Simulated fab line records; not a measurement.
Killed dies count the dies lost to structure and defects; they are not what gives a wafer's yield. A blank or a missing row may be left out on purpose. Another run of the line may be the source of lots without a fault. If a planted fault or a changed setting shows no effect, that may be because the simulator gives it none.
Matching of chambers    flow berkeleyCmos170    UCB170_V2_ETCH_14 on rieDiel-04 has 4 sister chambers
The step etches SiO2 in CHF3/CF4/Ar, stops on Al, target depth 1250 nm, time 291 s. 14 wafers are shown with their chamber, then 6 later ones without.

== WAFERS PAIRED WITH THEIR CHAMBERS ==
wafer   chamber  throttleValvePct (%)  drypumpMotorCurrentA (A)  oesProductAu (a.u.)
L456.1  0        6.77                  6.2                       0.876
L456.3  2        6.98                  6.2                       0.861
L456.5  0        6.77                  6.1                       0.875
L461.1  1        6.81                  5.8                       0.875
L461.2  0        6.74                  6.2                       0.863
L461.5  0        6.75                  6.2                       0.877
L462.1  0        6.77                  6.2                       0.876
L462.2  1        6.82                  5.7                       0.889
L462.6  0        6.75                  6.1                       0.874
L466.4  1        6.81                  5.8                       0.881
L466.5  3        7.14                  6.0                       0.864
L469.2  2        6.96                  6.2                       0.858
L469.3  1        6.81                  5.8                       0.878
L469.5  0        6.75                  6.2                       0.873

SIGNATURES (means of the wafers above)
reading               chamber 0  chamber 1  chamber 2  chamber 3  scatter within a chamber
throttleValvePct      6.7571     6.8125     6.9700     7.1400     0.011
drypumpMotorCurrentA  6.171      5.775      6.200      6.000      0.0467
oesProductAu          0.87343    0.88075    0.85950    0.86400    0.00501
Rule: a wafer lies at a distance from a chamber equal to the root of the sum of squares, over the readings, of (its reading less the chamber's mean, divided by the reading's scatter). If the next closest chamber is less than 2 further off than the closest, the wafer can't be placed; otherwise it belongs to the closest. The scatter: take each reading less its chamber's mean, square it, sum over the shown wafers, divide by the number of wafers less the number of chambers, and take the root.

== WAFERS WHOSE CHAMBER IS MISSING ==
wafer   throttleValvePct (%)  drypumpMotorCurrentA (A)  oesProductAu (a.u.)
L479.2  6.97                  6.2                       0.865
L479.4  7.13                  6.0                       0.870
L479.6  7.14                  6.0                       0.873
L478.3  6.81                  5.8                       0.877
L478.5  6.76                  6.1                       0.871
L478.6  6.81                  5.7                       0.882

== EACH ONE'S CHAMBER ==
wafer   from the rows above  in truth
L479.2  2                    2
L479.4  3                    3
L479.6  3                    3
L478.3  1                    1
L478.5  0                    0
L478.6  1                    1
Correct placement for 6 of the 6. From these rows, 0 cannot be placed. Wrongly placed: 0.
